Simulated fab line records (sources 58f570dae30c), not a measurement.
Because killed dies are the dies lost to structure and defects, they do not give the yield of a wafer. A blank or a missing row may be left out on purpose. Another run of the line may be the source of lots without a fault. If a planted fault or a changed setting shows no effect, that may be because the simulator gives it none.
Which tool was responsible? || flow berkeley_cmos170 || 15 lots, 45 wafers sampled, at 4 steps of a route of 331

## WHAT THE GAUGES READ, wafer by wafer
UCB170_PWELL_THK_MEAS_03.
{"lot": "L688", "measured": "day 3 09:51", "on": "film_metro-01", "PWELL_OXIDE_THK (nm)": "27.6 27.6 27.6"}
{"lot": "L689", "measured": "day 3 09:55", "on": "film_metro-01", "PWELL_OXIDE_THK (nm)": "26.3 26.5 26.8"}
{"lot": "L691", "measured": "day 3 21:23", "on": "film_metro-03", "PWELL_OXIDE_THK (nm)": "26.7 26.3 26.4"}
{"lot": "L690", "measured": "day 3 21:23", "on": "film_metro-01", "PWELL_OXIDE_THK (nm)": "26.4 26.7 25.8"}
{"lot": "L692", "measured": "day 4 04:06", "on": "film_metro-01", "PWELL_OXIDE_THK (nm)": "27.3 27.9 28.0"}
{"lot": "L694", "measured": "day 4 15:08", "on": "film_metro-04", "PWELL_OXIDE_THK (nm)": "26.0 26.8 26.7"}
{"lot": "L695", "measured": "day 4 19:59", "on": "film_metro-04", "PWELL_OXIDE_THK (nm)": "26.3 26.3 26.7"}
{"lot": "L696", "measured": "day 5 00:16", "on": "film_metro-01", "PWELL_OXIDE_THK (nm)": "26.9 27.0 27.1"}
{"lot": "L698", "measured": "day 5 00:16", "on": "film_metro-04", "PWELL_OXIDE_THK (nm)": "26.5 26.4 26.1"}
{"lot": "L699", "measured": "day 5 20:05", "on": "film_metro-04", "PWELL_OXIDE_THK (nm)": "26.4 26.3 26.3"}
{"lot": "L703", "measured": "day 6 15:53", "on": "film_metro-01", "PWELL_OXIDE_THK (nm)": "25.7 25.9 26.0"}
{"lot": "L704", "measured": "day 6 15:53", "on": "film_metro-03", "PWELL_OXIDE_THK (nm)": "26.5 26.6 26.3"}
{"lot": "L705", "measured": "day 7 03:26", "on": "film_metro-03", "PWELL_OXIDE_THK (nm)": "25.6 26.1 26.0"}
{"lot": "L706", "measured": "day 7 03:26", "on": "film_metro-04", "PWELL_OXIDE_THK (nm)": "26.3 26.4 26.3"}
{"lot": "L709", "measured": "day 7 22:01", "on": "film_metro-03", "PWELL_OXIDE_THK (nm)": "26.3 26.5 27.2"}

UCB170_PWELL_THK_MEAS_06.
{"lot": "L688", "measured": "day 3 17:53", "on": "film_metro-01", "PWELL_NITRIDE_THK (nm)": "219.3 219.7 219.8"}
{"lot": "L689", "measured": "day 3 17:56", "on": "film_metro-01", "PWELL_NITRIDE_THK (nm)": "220.2 218.6 218.2"}
{"lot": "L691", "measured": "day 4 04:26", "on": "film_metro-03", "PWELL_NITRIDE_THK (nm)": "219.4 221.9 220.4"}
{"lot": "L690", "measured": "day 4 04:27", "on": "film_metro-01", "PWELL_NITRIDE_THK (nm)": "219.5 217.3 219.3"}
{"lot": "L692", "measured": "day 4 11:47", "on": "film_metro-01", "PWELL_NITRIDE_THK (nm)": "221.3 221.5 219.8"}
{"lot": "L694", "measured": "day 4 22:42", "on": "film_metro-03", "PWELL_NITRIDE_THK (nm)": "218.8 219.5 220.3"}
{"lot": "L695", "measured": "day 5 06:01", "on": "film_metro-03", "PWELL_NITRIDE_THK (nm)": "219.3 220.4 219.4"}
{"lot": "L696", "measured": "day 5 05:53", "on": "film_metro-01", "PWELL_NITRIDE_THK (nm)": "214.5 216.7 217.1"}
{"lot": "L698", "measured": "day 5 06:01", "on": "film_metro-01", "PWELL_NITRIDE_THK (nm)": "216.1 216.5 216.9"}
{"lot": "L699", "measured": "day 6 04:13", "on": "film_metro-04", "PWELL_NITRIDE_THK (nm)": "218.9 218.3 219.6"}
{"lot": "L703", "measured": "day 7 00:07", "on": "film_metro-03", "PWELL_NITRIDE_THK (nm)": "219.1 219.6 216.6"}
{"lot": "L704", "measured": "day 7 00:07", "on": "film_metro-01", "PWELL_NITRIDE_THK (nm)": "222.6 222.2 222.4"}
{"lot": "L705", "measured": "day 7 09:36", "on": "film_metro-01", "PWELL_NITRIDE_THK (nm)": "218.1 219.9 218.9"}
{"lot": "L706", "measured": "day 7 09:37", "on": "film_metro-04", "PWELL_NITRIDE_THK (nm)": "221.1 222.0 221.0"}
{"lot": "L709", "measured": "day 8 06:53", "on": "film_metro-04", "PWELL_NITRIDE_THK (nm)": "223.1 223.1 221.9"}

UCB170_ACTIVE_CD_MEAS_90: the cd target is 1200 nm.
{"lot": "L688", "measured": "day 5 03:14", "on": "cd_sem-02", "cd_nm (nm)": "1202.6 1202.0 1201.1"}
{"lot": "L689", "measured": "day 5 03:28", "on": "cd_sem-02", "cd_nm (nm)": "1200.8 1202.4 1200.6"}
{"lot": "L691", "measured": "day 5 16:50", "on": "cd_sem-01", "cd_nm (nm)": "1199.8 1198.6 1198.0"}
{"lot": "L690", "measured": "day 5 17:06", "on": "cd_sem-02", "cd_nm (nm)": "1201.0 1200.5 1200.8"}
{"lot": "L692", "measured": "day 6 00:23", "on": "cd_sem-02", "cd_nm (nm)": "1202.1 1202.3 1201.7"}
{"lot": "L694", "measured": "day 6 14:22", "on": "cd_sem-02", "cd_nm (nm)": "1200.4 1199.8 1200.2"}
{"lot": "L695", "measured": "day 6 13:52", "on": "cd_sem-02", "cd_nm (nm)": "- - -"}
{"lot": "L696", "measured": "day 6 13:53", "on": "cd_sem-01", "cd_nm (nm)": "- - -"}
{"lot": "L698", "measured": "day 6 14:07", "on": "cd_sem-01", "cd_nm (nm)": "- - -"}
{"lot": "L699", "measured": "day 7 13:25", "on": "cd_sem-02", "cd_nm (nm)": "1199.4 1197.7 1197.2"}
{"lot": "L703", "measured": "day 8 13:00", "on": "cd_sem-02", "cd_nm (nm)": "1198.8 1201.4 1199.1"}
{"lot": "L704", "measured": "day 8 12:46", "on": "cd_sem-01", "cd_nm (nm)": "1200.4 1198.2 1199.0"}
{"lot": "L705", "measured": "day 8 22:02", "on": "cd_sem-01", "cd_nm (nm)": "1199.3 1200.2 1198.4"}
{"lot": "L706", "measured": "day 8 21:46", "on": "cd_sem-02", "cd_nm (nm)": "1199.8 1199.8 1198.9"}
{"lot": "L709", "measured": "day 9 20:56", "on": "cd_sem-02", "cd_nm (nm)": "1199.6 1200.7 1201.1"}

## WHICH TOOL RAN EACH LOT (tool, then ch and the chambers of the sampled wafers, then the start)
{"lot": "L688", "UCB170_ACTIVE_PEB_11": "litho_track-02 ch 0, day 5 02:32"}
{"lot": "L689", "UCB170_ACTIVE_PEB_11": "litho_track-04 ch 0, day 5 02:42"}
{"lot": "L691", "UCB170_ACTIVE_PEB_11": "litho_track-01 ch 0, day 5 16:13"}
{"lot": "L690", "UCB170_ACTIVE_PEB_11": "litho_track-02 ch 0, day 5 16:28"}
{"lot": "L692", "UCB170_ACTIVE_PEB_11": "litho_track-01 ch 0, day 5 23:40"}
{"lot": "L694", "UCB170_ACTIVE_PEB_11": "litho_track-02 ch 0, day 6 13:44"}
{"lot": "L695", "UCB170_ACTIVE_PEB_11": "litho_track-04, day 6 13:13"}
{"lot": "L696", "UCB170_ACTIVE_PEB_11": "litho_track-01, day 6 13:16"}
{"lot": "L698", "UCB170_ACTIVE_PEB_11": "litho_track-02, day 6 13:29"}
{"lot": "L699", "UCB170_ACTIVE_PEB_11": "litho_track-01 ch 0, day 7 12:41"}
{"lot": "L703", "UCB170_ACTIVE_PEB_11": "litho_track-02 ch 0, day 8 12:22"}
{"lot": "L704", "UCB170_ACTIVE_PEB_11": "litho_track-04 ch 0, day 8 12:08"}
{"lot": "L705", "UCB170_ACTIVE_PEB_11": "litho_track-02 ch 0, day 8 21:24"}
{"lot": "L706", "UCB170_ACTIVE_PEB_11": "litho_track-02 ch 0, day 8 21:09"}
{"lot": "L709", "UCB170_ACTIVE_PEB_11": "litho_track-02 ch 0, day 9 20:19"}
- UCB170_ACTIVE_PEB_11

## AS READ BY THE TOOLS THEMSELVES (means over the sampled wafers that have a number; for cases with no such wafer, the mark the record gives instead)
UCB170_ACTIVE_PEB_11.
{"lot": "L688", "tool": "litho_track-02", "chill_plate_temp_C (C)": 23.05, "exhaust_pa (Pa)": 46.1}
{"lot": "L689", "tool": "litho_track-04", "chill_plate_temp_C (C)": 22.98, "exhaust_pa (Pa)": 44.4}
{"lot": "L691", "tool": "litho_track-01", "chill_plate_temp_C (C)": 22.95, "exhaust_pa (Pa)": 44.9}
{"lot": "L690", "tool": "litho_track-02", "chill_plate_temp_C (C)": 23.09, "exhaust_pa (Pa)": 45.8}
{"lot": "L692", "tool": "litho_track-01", "chill_plate_temp_C (C)": 23.03, "exhaust_pa (Pa)": 45.5}
{"lot": "L694", "tool": "litho_track-02", "chill_plate_temp_C (C)": 23.20, "exhaust_pa (Pa)": 45.6}
{"lot": "L695", "tool": "litho_track-04", "chill_plate_temp_C (C)": "-", "exhaust_pa (Pa)": "-"}
{"lot": "L696", "tool": "litho_track-01", "chill_plate_temp_C (C)": "-", "exhaust_pa (Pa)": "-"}
{"lot": "L698", "tool": "litho_track-02", "chill_plate_temp_C (C)": "-", "exhaust_pa (Pa)": "-"}
{"lot": "L699", "tool": "litho_track-01", "chill_plate_temp_C (C)": 22.96, "exhaust_pa (Pa)": 44.9}
{"lot": "L703", "tool": "litho_track-02", "chill_plate_temp_C (C)": 23.12, "exhaust_pa (Pa)": 45.4}
{"lot": "L704", "tool": "litho_track-04", "chill_plate_temp_C (C)": 22.94, "exhaust_pa (Pa)": 44.8}
{"lot": "L705", "tool": "litho_track-02", "chill_plate_temp_C (C)": 22.90, "exhaust_pa (Pa)": 43.6}
{"lot": "L706", "tool": "litho_track-02", "chill_plate_temp_C (C)": 23.08, "exhaust_pa (Pa)": 45.7}
{"lot": "L709", "tool": "litho_track-02", "chill_plate_temp_C (C)": 23.00, "exhaust_pa (Pa)": 44.5}

## THE ANSWER, worked out from the rows above alone
Rule: usual is defined by the lots themselves. The widest of any qualifying gaps counts: lots, ordered by their means at a reading, are off when they make up no more than a third of the lots, leave a main group of 4 or more, and stand apart from it by 3 or more times the standard deviation of that group's means. The tables above print the reading to a certain number of digits; a main group whose means all agree to those digits is not used. A lot without any number at a reading at which 4 lots or more have one is off too. Where the step has rows for the other lots, those lots are counted as sound. The gauges are gone through in route order, then the tools' own readings, and for those a lot's mean is taken as printed above. At the first step where some lot is off, the reading lying furthest off is the one used; lots without a number count as furthest.
Off: L695, L696, L698 (UCB170_ACTIVE_CD_MEAS_90, cd_nm). Without a number there: L695, L696, L698. The main group: mean 1200.1 nm, standard deviation 1.2.
A tool fits if, at a process step before that reading, it ran every lot that is off, and no sound lot after the first of them. The gauges at UCB170_ACTIVE_CD_MEAS_90 aren't tried: what is off there is off at UCB170_ACTIVE_PEB_11 too, on other tools, and a gauge's error can't cause that. Not one of the candidates tried fits.

## WHAT THE SIMULATOR HAD PUT IN
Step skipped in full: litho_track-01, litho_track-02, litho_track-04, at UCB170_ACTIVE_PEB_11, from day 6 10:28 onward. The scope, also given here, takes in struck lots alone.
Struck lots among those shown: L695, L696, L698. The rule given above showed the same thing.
